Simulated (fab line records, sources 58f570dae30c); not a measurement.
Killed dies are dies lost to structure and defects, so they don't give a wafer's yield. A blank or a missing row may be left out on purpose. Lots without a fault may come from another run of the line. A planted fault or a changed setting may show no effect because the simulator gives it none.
One fault seen from 2 desks | flow berkeley_cmos170 | each desk has only its own numbers; what lay behind them comes last

THE METROLOGY DESK
What the gauges read, lot by lot, whatever tool the lot ran on: means of the sampled wafers that have a number. A lot is out of limits, marked OUT, if its mean lies more than 4 standard deviations from the usual mean; the brackets give that distance.
Columns: A = SILICIDE_TI_RS at UCB170_SILICIDE_RS_MEAS_02, usual 26.0 ohm/sq; B = cd_nm at UCB170_M1_CD_MEAS_90, usual 699 nm; C = cd_nm at UCB170_V1_CD_MEAS_12, usual 699.4 nm
lot  | first seen here | A    | B   | C
L470 | day 8 02:48     | 25.6 | 702 | 696.2
L471 | day 8 04:58     | 26.4 | 694 | 697.5
L473 | day 8 12:15     | 25.8 | 696 | 699.5
L472 | day 8 12:33     | 26.0 | 701 | 699.3
L475 | day 8 20:59     | 26.1 | 698 | 698.8
L479 | day 9 22:15     | 25.4 | 711 | -
L481 | day 10 10:08    | 25.8 | 709 | 698.6
L484 | day 11 04:02    | 26.1 | 693 | 702.2
L485 | day 11 14:53    | 25.6 | 696 | 699.5
L487 | day 11 15:01    | 26.0 | 699 | 702.1
L490 | day 12 19:16    | 26.3 | 696 | 700.5
L491 | day 13 05:13    | 26.8 | 700 | 697.1
L492 | day 13 05:31    | 26.0 | 703 | 696.3
L493 | day 13 14:16    | 27.0 | 701 | 700.8
This desk's finding: nothing out of limits on any of the 14 lots.

THE TOOL OWNER'S DESK: rie_metal-04
The tool's own readings at UCB170_M1_METAL_ETCH_12 (etches Al in Cl2/BCl3, stops on PSG, target depth 780 nm, time 130 s): means of the sampled wafers that have a number, for each lot that ran on this tool. A lot is out of limits, marked OUT, if its mean lies more than 4 standard deviations from the usual mean; the brackets give that distance.
Columns: A = chamber_pressure_mTorr at UCB170_M1_METAL_ETCH_12, usual 12.001 mTorr; B = drypump_motor_current_A at UCB170_M1_METAL_ETCH_12, usual 5.6 A; C = he_backside_leak_sccm at UCB170_M1_METAL_ETCH_12, usual 3.37 sccm; D = oes_product_au at UCB170_M1_METAL_ETCH_12, usual 0.860 a.u.; E = throttle_valve_pct at UCB170_M1_METAL_ETCH_12, usual 24.43 %
lot  | first seen here | A      | B   | C    | D                | E
L472 | day 8 19:52     | 12.007 | 5.4 | 3.12 | 0.847            | 24.40
L475 | day 9 04:20     | 12.002 | 5.4 | 3.04 | 0.855            | 24.40
L479 | day 10 06:20    | 11.991 | 5.1 | 2.83 | 0.795 (-6.7) OUT | 24.46
L481 | day 10 16:29    | 11.998 | 5.7 | 3.27 | 0.813 (-4.8) OUT | 24.40
L491 | day 13 14:31    | 11.999 | 5.7 | 3.34 | 0.854            | 24.37
L493 | day 13 22:01    | 11.990 | 5.7 | 3.31 | 0.853            | 24.38
This desk's finding: out of limits on L479, L481; first on L479, day 10 06:20 (oes_product_au at UCB170_M1_METAL_ETCH_12). In limits: L472, L475, L491, L493.

PUT TOGETHER
The tool owner's desk could have raised an alarm at day 10 06:20, on L479, L481.
The metrology desk saw nothing out of limits.
The metrology desk has L479, L481 on record, within its limits.
Of the lots named, all ran UCB170_M1_METAL_ETCH_12 on rie_metal-04.

WHAT THE SIMULATOR HAD PUT IN
Process parameter drift: rie_metal-04, from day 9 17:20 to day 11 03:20, at UCB170_M1_METAL_ETCH_12. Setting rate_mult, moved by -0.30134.
Lots struck among those shown: L479, L481.
Hours from the fault's start to each desk's first reading out of limits: the tool owner's desk, 13.
